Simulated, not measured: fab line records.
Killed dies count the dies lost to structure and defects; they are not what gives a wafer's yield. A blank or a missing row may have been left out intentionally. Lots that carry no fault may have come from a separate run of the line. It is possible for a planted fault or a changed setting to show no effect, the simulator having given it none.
fab line records    flow berkeleyCmos170
record lots=15  wafers=45  lastDay=13
route steps=331 shown GATE@142 PLDD@152 NLDD@168 SPACER@171 PSD@184
lots untouched by any fault: they come from a run of this same line in which no faults occurred
startH: the number of hours between the record's first day and the start of the first shown wafer of the lot    waitH: hours since the lot's step before    " unchanged from the row above    L1.1+2: one row covering several wafers at once    - value missing, or start not given    * or withheld: withheld    < > ~ a bound
route shown NAME@n: names a module that has steps shown in the file, with the first one's number in the route    usual: the fault-free wafers' mean and standard deviation    same: alike in all rows    chamber/n: place in a boat    sites: readings site by site    _std_site: their standard deviation    _edge_site: the outer-site mean with the inner-site mean subtracted    radiusMm: how far each site lies from the wafer's centre    mask NAME#n: copy n    behind: the tool/chamber that last shaped the wafer    hold: reason for holding the lot/hours on hold/outcome of the hold    device: the n, p or np transistor that did not switch    end of line: tests run on the same wafers once the route is complete    for a step that has no rows: nothing shown but its recipe    killed: at the first sort, the dies lost to defects and structure; wafer yield is something else    map: shows each die of a wafer: x if killed, . if not, _ if none is there
set.NAME: the run value of the setting; set.NAME@STEP: its run value at that earlier step    model.NAME: the simulator's own value behind a step, which no gauge read
a sample of lots followed through the steps of the route, with each step as a table and each wafer as a row
services: from which hour (startH, from the record's first day; less than 0 if before it) a tool's chamber was out of use, for how many hours, and why
## steps
# step UCB170_GATE_STRIP_16
# recipe chemistry=O2  powerW=400  pressureMtorr=3500  platenTempC=withheld  o2FlowSccm=400  overashFraction=0.5
# usual chamberPressureMTorr=3499.8/2.9  drypumpMotorCurrentA=5.3/0.43  oesProductAu=0.725/0.0046
lot.wafer  tool            chamber  startH  waitH  chamberPressureMTorr  drypumpMotorCurrentA  oesProductAu  rfHoursCounterH
L836.1     plasmaAsher-02  0        167.61  0.0    3499.6                4.8                   0.731         32
L836.3     "               0        "       "      3503.0                4.8                   0.725         -
L836.4     "               1        "       "      3495.7                5.7                   0.723         -
L837.1     plasmaAsher-02  1        179.90  0.0    3495.8                5.7                   0.724         33
L837.3     "               1        "       "      3500.8                5.7                   0.722         -
L837.4     "               0        "       "      3492.6                4.8                   0.733         -
L838.2     plasmaAsher-01  0        180.15  0.0    3505.4                5.0                   0.729         44
L838.3     "               0        "       "      3496.6                5.0                   0.730         -
L838.5     "               1        "       "      3500.2                5.4                   0.728         -
L840.2     plasmaAsher-02  1        190.41  0.0    3499.0                5.7                   0.718         35
L840.3     "               1        "       "      3498.7                5.7                   0.732         -
L840.5     "               0        "       "      3500.8                4.8                   0.725         -
L843.2     plasmaAsher-01  0        208.83  0.0    3499.2                5.0                   0.713         47
L843.4     "               1        "       "      3503.0                5.3                   0.722         -
L843.5     "               0        "       "      3498.3                5.0                   0.727         -
L844.1     plasmaAsher-04  1        208.95  0.0    3500.4                5.3                   0.729         11
L844.3     "               1        "       "      3497.3                5.3                   0.729         -
L844.4     "               0        "       "      3501.5                6.2                   0.722         -
L842.1     plasmaAsher-02  0        209.19  0.0    3504.3                4.8                   0.726         37
L842.4     "               1        "       "      3501.9                5.7                   0.721         -
L842.6     "               1        "       "      3500.9                5.7                   0.723         -
L846.4     plasmaAsher-01  0        209.58  0.1    3495.4                5.0                   0.728         -
L846.5     "               1        "       "      3500.3                5.3                   0.725         -
L846.6     "               0        "       "      3501.7                5.0                   0.726         -
L847.2     plasmaAsher-01  0        220.58  0.0    3499.7                5.0                   0.726         49
L847.5     "               1        "       "      3496.4                5.3                   0.728         -
L847.6     "               0        "       "      3497.2                5.0                   0.723         -
L849.1     plasmaAsher-02  1        235.86  0.0    3503.3                5.7                   0.721         40
L849.2     "               0        "       "      3501.9                4.8                   0.718         40
L849.4     "               0        "       "      3501.6                4.8                   0.734         -
L853.1     plasmaAsher-04  0        235.88  0.0    3496.2                6.2                   0.719         14
L853.2     "               1        "       "      3503.2                5.3                   0.729         14
L853.3     "               0        "       "      3506.0                6.2                   0.721         -
L854.1     plasmaAsher-01  0        244.68  0.0    3500.9                5.0                   0.725         52
L854.4     "               0        "       "      3499.1                5.0                   0.728         -
L854.6     "               0        "       "      3500.1                5.0                   0.729         -
L855.2     plasmaAsher-02  0        244.85  0.0    3499.3                4.8                   0.720         41
L855.4     "               1        "       "      3503.1                5.7                   0.725         -
L855.5     "               0        "       "      3501.4                4.8                   0.726         -
L856.2     plasmaAsher-01  0        260.29  0.0    3501.1                5.0                   0.731         54
L856.4     "               0        "       "      3500.5                5.0                   0.721         -
L856.5     "               1        "       "      3501.2                5.3                   0.730         -
L859.3     plasmaAsher-01  0        271.75  0.1    3492.2                5.0                   0.728         -
L859.4     "               1        "       "      3497.1                5.3                   0.730         -
L859.5     "               1        "       "      3500.3                5.3                   0.722         -
# step UCB170_PLDD_OVL_MEAS_07
# usual PLDD_OVL=0/5.2
lot.wafer  tool        chamber  startH  waitH  PLDD_OVL[nm]
L836.1     overlay-02  -        169.60  0.1    3
L836.3     "           -        "       "      -7
L836.4     "           -        "       "      -6
L837.1     overlay-02  -        181.61  0.1    -3
L837.3     "           -        "       "      -9
L837.4     "           -        "       "      -3
L838.2     overlay-01  -        181.86  0.1    7
L838.3     "           -        "       "      -3
L838.5     "           -        "       "      4
L840.2     overlay-02  -        193.54  0.1    5
L840.3     "           -        "       "      -11
L840.5     "           -        "       "      -3
L843.2     overlay-02  -        210.88  0.1    -2
L843.4     "           -        "       "      -1
L843.5     "           -        "       "      4
L842.1     overlay-01  -        211.71  0.1    4
L842.4     "           -        "       "      5
L842.6     "           -        "       "      -5
L844.1     overlay-02  -        211.95  0.1    6
L844.3     "           -        "       "      7
L844.4     "           -        "       "      4
L846.4     overlay-01  -        212.33  0.1    5
L846.5     "           -        "       "      -2
L846.6     "           -        "       "      2
L847.2     overlay-02  -        225.45  0.1    0
L847.5     "           -        "       "      -4
L847.6     "           -        "       "      -4
L849.1     overlay-01  -        238.38  0.1    0
L849.2     "           -        "       "      8
L849.4     "           -        "       "      4
L853.1     overlay-01  -        238.66  0.1    -6
L853.2     "           -        "       "      -2
L853.3     "           -        "       "      -1
L854.1     overlay-01  -        246.82  0.1    11
L854.4     "           -        "       "      0
L854.6     "           -        "       "      0
L855.2     overlay-02  -        247.00  0.1    -2
L855.4     "           -        "       "      -2
L855.5     "           -        "       "      -2
L856.2     overlay-01  -        262.33  0.1    -2
L856.4     "           -        "       "      8
L856.5     "           -        "       "      2
L859.3     overlay-01  -        274.24  0.1    -7
L859.4     "           -        "       "      -11
L859.5     "           -        "       "      -10
# step UCB170_NLDD_STRIP_10
# recipe chemistry=O2  powerW=400  pressureMtorr=3500  platenTempC=withheld  o2FlowSccm=400  overashFraction=0.5
# usual chamberPressureMTorr=3500/3.4  drypumpMotorCurrentA=5.6/0.57  oesProductAu=0.734/0.0047  stripTimeToEndpointS=21.62/0.059
lot.wafer  tool            chamber  startH  waitH  chamberPressureMTorr  drypumpMotorCurrentA  oesProductAu  rfHoursCounterH  stripTimeToEndpointS
L836.1     plasmaAsher-04  0        173.88  0.1    3497                  6.2                   0.732         7                21.63
L836.3     "               0        "       "      3495                  6.2                   0.728         -                21.72
L836.4     "               1        "       "      3496                  5.4                   0.745         -                21.72
L837.1     plasmaAsher-04  0        183.89  0.1    3499                  6.2                   0.738         8                21.62
L837.3     "               1        "       "      3497                  5.3                   0.727         -                21.65
L837.4     "               0        "       "      3499                  6.1                   0.729         -                21.56
L838.2     plasmaAsher-02  1        184.13  0.1    3503                  5.7                   0.738         34               21.60
L838.3     "               0        "       "      3496                  4.8                   0.744         -                21.67
L838.5     "               0        "       "      3498                  4.8                   0.736         -                21.57
L840.2     plasmaAsher-03  1        195.78  0.1    3501                  6.4                   0.729         48               21.61
L840.3     "               0        "       "      3502                  5.2                   0.731         -                21.58
L840.5     "               1        "       "      3503                  6.4                   0.732         -                21.56
L843.2     plasmaAsher-03  1        213.75  0.1    3500                  6.5                   0.734         50               21.62
L843.4     "               1        "       "      3497                  6.5                   0.736         -                21.64
L843.5     "               0        "       "      3503                  5.2                   0.735         -                21.66
L842.1     plasmaAsher-03  0        215.86  0.1    -                     -                     -             -                -
L842.4     "               1        "       "      -                     -                     -             -                -
L842.6     "               0        "       "      -                     -                     -             -                -
L844.1     plasmaAsher-02  1        215.90  0.1    -                     -                     -             -                -
L844.3     "               1        "       "      -                     -                     -             -                -
L844.4     "               0        "       "      -                     -                     -             -                -
L846.4     plasmaAsher-04  1        216.96  0.1    -                     -                     -             -                -
L846.5     "               1        "       "      -                     -                     -             -                -
L846.6     "               0        "       "      -                     -                     -             -                -
L847.2     plasmaAsher-02  0        227.44  0.1    3504                  4.8                   0.736         39               21.74
L847.5     "               0        "       "      3498                  4.8                   0.728         -                21.75
L847.6     "               1        "       "      3502                  5.7                   0.735         -                21.66
L849.1     plasmaAsher-03  1        241.70  0.1    3508                  6.4                   0.735         54               21.56
L849.2     "               0        "       "      3503                  5.2                   0.738         54               21.59
L849.4     "               0        "       "      3497                  5.2                   0.741         -                21.56
L853.1     plasmaAsher-03  1        242.26  0.1    3499                  6.5                   0.741         54               21.65
L853.2     "               0        "       "      3499                  5.2                   0.738         54               21.62
L853.3     "               0        "       "      3499                  5.2                   0.739         -                21.72
L854.1     plasmaAsher-04  0        250.56  0.1    3498                  6.2                   0.733         15               21.59
L854.4     "               0        "       "      3503                  6.2                   0.732         -                21.59
L854.6     "               1        "       "      3497                  5.3                   0.739         -                21.60
L855.2     plasmaAsher-03  1        251.18  0.1    3502                  6.5                   0.735         56               21.55
L855.4     "               1        "       "      3497                  6.5                   0.741         -                21.57
L855.5     "               1        "       "      3500                  6.4                   0.736         -                21.64
L856.2     plasmaAsher-03  1        264.55  0.1    3502                  6.4                   0.739         58               21.53
L856.4     "               0        "       "      3500                  5.2                   0.739         -                21.59
L856.5     "               1        "       "      3490                  6.4                   0.741         -                21.61
L859.3     plasmaAsher-03  1        278.21  0.1    3497                  6.5                   0.733         -                21.59
L859.4     "               0        "       "      3501                  5.2                   0.738         -                21.63
L859.5     "               1        "       "      3499                  6.5                   0.738         -                21.58
# step UCB170_SPACER_CVD_00
# recipe material=SiO2  targetThkNm=376  tempC=390  precursor=TEOS/O2  timeS=47  rfW=550  pressureMtorr=9000
# usual heaterPowerW=262/55  pressureMtorr=9002/18
lot.wafer  tool      chamber  startH  waitH  heaterPowerW  pressureMtorr  sinceWetCleanH
L836.1     pecvd-03  1        174.35  0.0    326           9029           25
L836.3     "         2        "       "      344           9015           25
L836.4     "         2        "       "      351           9003           -
L837.1     pecvd-03  1        184.23  0.0    281           9029           35
L837.3     "         2        "       "      358           9017           35
L837.4     "         1        "       "      289           8984           -
L838.2     pecvd-04  0        184.46  0.0    249           9018           370
L838.3     "         1        "       "      269           8972           370
L838.5     "         0        "       "      252           9040           -
L840.2     pecvd-01  1        196.12  0.0    221           9010           275
L840.3     "         2        "       "      161           9023           275
L840.5     "         1        "       "      230           9006           -
L843.2     pecvd-01  0        214.26  0.0    262           9026           293
L843.4     "         1        "       "      197           8996           -
L843.5     "         2        "       "      174           9020           -
L842.1     pecvd-03  0        216.37  0.0    263           9053           67
L842.4     "         0        "       "      184           9023           -
L842.6     "         1        "       "      263           9009           -
L844.1     pecvd-04  0        216.72  0.0    258           8990           402
L844.3     "         2        "       "      279           9006           402
L844.4     "         2        "       "      294           8989           -
L846.4     pecvd-01  1        218.26  0.0    205           9020           -
L846.5     "         2        "       "      199           9024           -
L846.6     "         0        "       "      305           9016           -
L847.2     pecvd-04  0        227.82  0.0    233           8998           413
L847.5     "         0        "       "      246           8995           -
L847.6     "         2        "       "      287           9018           -
L849.1     pecvd-03  2        242.04  0.0    351           8965           93
L849.2     "         0        "       "      230           9003           93
L849.4     "         1        "       "      286           8987           -
L853.1     pecvd-03  0        242.66  0.0    250           9016           93
L853.2     "         2        "       "      349           8977           93
L853.3     "         1        "       "      311           9000           93
L854.1     pecvd-01  0        250.90  0.0    280           9011           329
L854.4     "         2        "       "      174           9012           -
L854.6     "         0        "       "      289           8999           -
L855.2     pecvd-03  0        251.52  0.0    207           8974           102
L855.4     "         1        "       "      272           9008           -
L855.5     "         0        "       "      224           8988           -
L856.2     pecvd-04  2        264.89  0.0    244           8983           8
L856.4     "         2        "       "      251           9013           -
L856.5     "         0        "       "      262           8986           -
L859.3     pecvd-04  0        278.57  0.0    255           9014           22
L859.4     "         0        "       "      260           9023           -
L859.5     "         2        "       "      243           9018           -
# step UCB170_PSD_STRIP_09
# recipe chemistry=O2  powerW=400  pressureMtorr=3500  platenTempC=withheld  o2FlowSccm=400  overashFraction=0.5
# usual chamberPressureMTorr=3500/3.2  drypumpMotorCurrentA=5.4/0.55  oesProductAu=0.599/0.0042  stripTimeToEndpointS=29.37/0.085
lot.wafer  tool            chamber  startH  waitH  chamberPressureMTorr  drypumpMotorCurrentA  oesProductAu  rfHoursCounterH  stripTimeToEndpointS
L836.1     plasmaAsher-03  1        179.28  0.1    3499                  6.5                   0.598         46               29.41
L836.3     "               1        "       "      3499                  6.5                   0.600         -                29.49
L836.4     "               0        "       "      3499                  5.2                   0.603         -                29.37
L837.1     plasmaAsher-01  0        192.41  0.1    3500                  5.0                   0.598         46               29.49
L837.3     "               0        "       "      3508                  5.0                   0.600         -                29.44
L837.4     "               1        "       "      3511                  5.3                   0.601         -                29.36
L838.2     plasmaAsher-03  0        192.69  0.1    3497                  5.2                   0.600         48               29.42
L838.3     "               1        "       "      3506                  6.4                   0.599         -                29.42
L838.5     "               1        "       "      3503                  6.5                   0.600         -                29.41
L840.2     plasmaAsher-01  1        205.03  0.1    3498                  5.3                   0.598         47               29.36
L840.3     "               1        "       "      3501                  5.3                   0.600         -                29.34
L840.5     "               0        "       "      3502                  5.0                   0.596         -                29.31
L843.2     plasmaAsher-03  0        219.06  0.1    3491                  5.2                   0.603         51               29.40
L843.4     "               1        "       "      3498                  6.4                   0.606         -                29.41
L843.5     "               1        "       "      3500                  6.5                   0.597         -                29.40
L842.1     plasmaAsher-03  1        222.41  0.1    3504                  6.4                   0.659         52               55.39
L842.4     "               0        "       "      3494                  5.2                   0.658         -                55.42
L842.6     "               1        "       "      3505                  6.4                   0.659         -                55.39
L846.4     plasmaAsher-02  0        222.68  0.1    3502                  4.8                   0.656         -                55.63
L846.5     "               1        "       "      3498                  5.7                   0.668         -                55.54
L846.6     "               0        "       "      3503                  4.8                   0.664         -                55.60
L844.1     plasmaAsher-01  1        222.77  0.1    3501                  5.4                   0.667         49               55.43
L844.3     "               0        "       "      3500                  5.0                   0.664         -                55.45
L844.4     "               1        "       "      3505                  5.3                   0.665         -                55.41
L847.2     plasmaAsher-01  1        236.43  0.1    3500                  5.3                   0.613         51               29.54
L847.5     "               0        "       "      3500                  5.0                   0.602         -                29.58
L847.6     "               1        "       "      3504                  5.3                   0.608         -                29.53
L849.1     plasmaAsher-03  0        248.63  0.1    3498                  5.2                   0.601         55               29.42
L849.2     "               1        "       "      3496                  6.4                   0.603         55               29.38
L849.4     "               0        "       "      3500                  5.2                   0.602         -                29.36
L853.1     plasmaAsher-02  0        249.18  0.1    3495                  4.8                   0.601         42               29.37
L853.2     "               1        "       "      3505                  5.7                   0.600         42               29.45
L853.3     "               1        "       "      3501                  5.7                   0.599         -                29.41
L855.2     plasmaAsher-02  1        259.87  0.1    3500                  5.7                   0.594         43               29.26
L855.4     "               1        "       "      3497                  5.7                   0.595         -                29.33
L855.5     "               0        "       "      3507                  4.8                   0.606         -                29.36
L854.1     plasmaAsher-03  0        259.99  0.1    3499                  5.2                   0.602         57               29.47
L854.4     "               0        "       "      3505                  5.2                   0.600         -                29.43
L854.6     "               0        "       "      3502                  5.2                   0.593         -                29.50
L856.2     plasmaAsher-01  0        274.80  0.1    3498                  5.0                   0.595         56               29.32
L856.4     "               0        "       "      3497                  5.0                   0.599         -                29.31
L856.5     "               1        "       "      3496                  5.3                   0.603         -                29.28
L859.3     plasmaAsher-03  1        283.51  0.1    3496                  6.4                   0.598         -                29.32
L859.4     "               0        "       "      3502                  5.2                   0.597         -                29.33
L859.5     "               0        "       "      3504                  5.2                   0.595         -                29.29
# step UCB170_PSD_TW_MEAS_10
# usual PSD_TW=2346/20
lot.wafer  tool          chamber  startH  waitH  PSD_TW
L836.1     filmMetro-03  -        179.38  0.1    2309
L836.3     "             -        "       "      2318
L836.4     "             -        "       "      2310
L837.1     filmMetro-01  -        192.51  0.1    2358
L837.3     "             -        "       "      2357
L837.4     "             -        "       "      2355
L838.2     filmMetro-04  -        192.80  0.1    2374
L838.3     "             -        "       "      2381
L838.5     "             -        "       "      2373
L840.2     filmMetro-01  -        205.14  0.1    2343
L840.3     "             -        "       "      2352
L840.5     "             -        "       "      2342
L843.2     filmMetro-03  -        219.17  0.1    2321
L843.4     "             -        "       "      2325
L843.5     "             -        "       "      2333
L842.1     filmMetro-04  -        222.51  0.1    30
L842.4     "             -        "       "      30
L842.6     "             -        "       "      31
L846.4     filmMetro-04  -        222.78  0.1    31
L846.5     "             -        "       "      31
L846.6     "             -        "       "      31
L844.1     filmMetro-03  -        222.87  0.1    30
L844.3     "             -        "       "      30
L844.4     "             -        "       "      30
L847.2     filmMetro-03  -        236.54  0.1    2319
L847.5     "             -        "       "      2325
L847.6     "             -        "       "      2329
L849.1     filmMetro-04  -        248.73  0.1    2350
L849.2     "             -        "       "      2351
L849.4     "             -        "       "      2366
L853.1     filmMetro-01  -        249.28  0.1    2351
L853.2     "             -        "       "      2355
L853.3     "             -        "       "      2353
L855.2     filmMetro-01  -        259.98  0.1    2349
L855.4     "             -        "       "      2350
L855.5     "             -        "       "      2353
L854.1     filmMetro-04  -        260.09  0.1    2364
L854.4     "             -        "       "      2361
L854.6     "             -        "       "      2359
L856.2     filmMetro-01  -        274.91  0.1    2358
L856.4     "             -        "       "      2346
L856.5     "             -        "       "      2355
L859.3     filmMetro-04  -        283.60  0.1    2351
L859.4     "             -        "       "      2369
L859.5     "             -        "       "      2355
## services
tool            chamber  startH  hours  kind
pecvd-03        0        149.50  -      clean
pecvd-03        1        149.50  -      clean
pecvd-03        2        149.50  -      clean
pecvd-01        -        164.45  2.8    pm
pecvd-04        1        175.12  4.1    repair
plasmaAsher-04  -        186.58  0.7    repair
plasmaAsher-04  -        195.97  0.4    repair
pecvd-01        -        201.47  0.6    repair
plasmaAsher-04  -        228.22  4.3    repair
plasmaAsher-03  -        242.39  0.5    repair
pecvd-04        -        242.50  14.0   pm
pecvd-04        0        242.50  14.0   ventCycle
pecvd-04        1        242.50  14.0   ventCycle
pecvd-04        2        242.50  14.0   ventCycle
pecvd-04        0        256.50  -      clean
pecvd-04        1        256.50  -      clean
pecvd-04        2        256.50  -      clean
pecvd-01        -        262.37  0.9    repair
pecvd-04        -        280.16  0.3    repair
## key
firstSign step=UCB170_NLDD_STRIP_10  reading=toolRecord  direction=missing
effect step=UCB170_PSD_STRIP_09  reading=stripTimeToEndpointS  direction=up  sigmas=99+  usual=*  struck=*
effect step=UCB170_PSD_TW_MEAS_10  reading=PSD_TW  direction=down  sigmas=99+  usual=2346  struck=30
metAt UCB170_NLDD_STRIP_10
struckLots L842,L844,L846
sortLeftOut L842.1,L842.4,L842.6,L844.1,L844.3,L844.4,L846.4,L846.5,L846.6
testerLeftOut L842,L844,L846
notActingAt UCB170_GATE_STRIP_16,UCB170_PLDD_OVL_MEAS_07,UCB170_SPACER_CVD_00
onsetBetween 213.75 215.86
fault kind=skippedStepWhole  tool=plasmaAsher-02,plasmaAsher-03,plasmaAsher-04  chamber=-  onsetH=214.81  steps=UCB170_NLDD_STRIP_10  scope=struckLotsOnly
# testerLeftOut: of these lots the tester's yield and bins aren't shown, on N5 and GAA mostly nor the transistor test; their killed dies are dies lost to structure and defects alone, not to doping, threshold or leakage, so they don't give the yield
# sortLeftOut: the simulated sort isn't trusted on such a fault, so these wafers' sort isn't shown, and their yield isn't known
